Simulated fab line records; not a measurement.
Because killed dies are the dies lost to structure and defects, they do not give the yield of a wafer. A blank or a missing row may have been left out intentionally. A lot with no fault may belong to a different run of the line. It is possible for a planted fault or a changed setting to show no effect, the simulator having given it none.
8D (eight disciplines) problem report, filled in by code / flow berkeley_cmos170 / the parts of the form that need people (team, actions taken, sign-off) are left out

1. PROBLEM STATEMENT
Wafers without a fault read 20.98 C, standard deviation 0.1; developer_temp_C at UCB170_CONTACT_DEVELOP_14 reads a mean of 18.94 C on 6 wafers belonging to 2 lots. That is -20 standard deviations from the usual mean.
The step: develop time 45 s.
The first sign was on wafer L342.1 at day 9 21:00, on litho_track-04. Wafers with a number at this step in the record: 33, from 11 lots. Rule for "out", or "out of limits": more than 4 standard deviations from the usual mean. The rest of the wafers with a number are treated as sound.

2. WHAT THIS IS AND IS NOT
question=which readings at this step | is=developer_temp_C | is not=-
question=which lots | is=L342, L344 | is not=L328, L329, L330, L331, L332, L333, L346, L349, L350
question=which wafers of those lots | is=all that have a number | is not=-
question=read on which tools | is=litho_track-04 | is not=litho_track-01, litho_track-02
question=when | is=from day 9 21:00 | is not=up to then (18 sound wafers); but 9 sound wafers of L346, L349, L350 came after

3. SUSPECTS, AND WHAT RULES EACH OUT
Counting: a tool stays on the suspect list if, at a process step up to the reading, it processed all lots that are out and no sound lot following the first of them.
- litho_track-04 at UCB170_CONTACT_DEVELOP_14 (develop time 45 s): kept. Every lot that is out went through it, starting with L342 (day 9 21:00), and after that it ran no sound lot; the last sound lot it ran before then is L331 (day 7 09:00). Its own developer_temp_C readings are out on those wafers.
Remaining after the count: litho_track-04 at UCB170_CONTACT_DEVELOP_14.

4. THE CAUSE (what the simulator had put in)
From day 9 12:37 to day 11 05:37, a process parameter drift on litho_track-04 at UCB170_CONTACT_DEVELOP_14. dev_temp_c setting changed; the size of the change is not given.
The count eliminated every tool but this one.

5. THE CHAIN OF EFFECTS, in route order
Rows list readings where the struck wafers' mean (over those with a number) sits beyond 3 standard deviations from the usual. Readings are gone through only where the record gives a usual standard deviation; hours: the median, over the lots, of the time from a lot's start at the first step in this table giving one to that lot's start at this step; sigmas: the change measured in usual standard deviations.
hours=0; step=UCB170_CONTACT_DEVELOP_14; reading=developer_temp_C; usual=20.98 C; on struck wafers=18.94; change=-2.04; sigmas=-20
Process steps it contains:
- UCB170_CONTACT_DEVELOP_14: develop time 45 s.

6. WHAT WOULD HAVE CAUGHT IT SOONER
The fault began at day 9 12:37; the first out-of-limits reading in this record came at day 9 21:00, 8 hours later.
